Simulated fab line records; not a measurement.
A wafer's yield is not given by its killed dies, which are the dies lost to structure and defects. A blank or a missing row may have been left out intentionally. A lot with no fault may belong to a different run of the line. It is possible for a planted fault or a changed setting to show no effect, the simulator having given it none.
Which of the tools did it? ; flow rit cmos ; 7 lots with 21 wafers sampled at 3 steps, on a route of 202 steps

WHAT THE GAUGES SHOWED, per wafer
RIT_PSD_OVL_MEAS_06.
lot;measured;on;PSD_OVL (nm)
L909;day 3 15:51;overlay-01;-0.8 1.1 1.0
L911;day 4 02:52;overlay-01;0.0 0.3 -1.4
L913;day 4 14:07;overlay-01;0.4 1.4 0.4
L916;day 5 04:07;overlay-02;1.0 0.0 4.4
L918;day 5 13:25;overlay-02;1.1 2.5 1.9
L926;day 7 02:36;overlay-01;2.5 2.8 3.6
L930;day 8 00:40;overlay-02;1.5 3.0 -0.2

EACH LOT AND THE TOOL THAT RAN IT (in order: tool; ch and the chambers of the sampled wafers; start)
lot;RIT_PRETRO_STRIP_09;RIT_REOX_CLEAN_02
L909;plasma asher-03 ch 0,1, day 2 20:06;wet bench-01 ch 1, day 3 02:47
L911;plasma asher-03 ch 0,1, day 3 05:32;wet bench-01 ch 1, day 3 16:05
L913;plasma asher-02 ch 0,1, day 3 16:44;wet bench-01 ch 2, day 4 02:34
L916;plasma asher-03 ch 0,1, day 4 08:22;wet bench-04 ch 2, day 4 16:02
L918;plasma asher-02 ch 0,1, day 4 19:02;wet bench-04 ch 0, day 5 01:23
L926;plasma asher-03 ch 0,1, day 6 07:58;wet bench-01 ch 0, day 6 14:45
L930;plasma asher-02 ch 0,1, day 7 04:22;wet bench-03 ch 0, day 7 14:01
- RIT_PRETRO_STRIP_09: strips in O2, time 180 s.
- RIT_REOX_CLEAN_02: cleans in SC2, time 600 s.

THE ANSWER, worked out from the rows above alone
Rule: usual is defined by the lots themselves. Put in order of their means at a reading, lots are off if they are a third of the lots or fewer, leave a main group of 4 or more, and stand apart from it by a gap of 3 or more times the standard deviation of the main group's means; of several such gaps the widest counts. A main group is skipped when, at the precision printed for the reading in the tables above, its means are all equal. Also off: a lot with no number at a reading for which 4 or more lots have one. Where the step has rows for the other lots, those lots are counted as sound.
Across all readings shown, no lot is off: no conclusion can be drawn from this.

WHAT THE SIMULATOR PUT IN
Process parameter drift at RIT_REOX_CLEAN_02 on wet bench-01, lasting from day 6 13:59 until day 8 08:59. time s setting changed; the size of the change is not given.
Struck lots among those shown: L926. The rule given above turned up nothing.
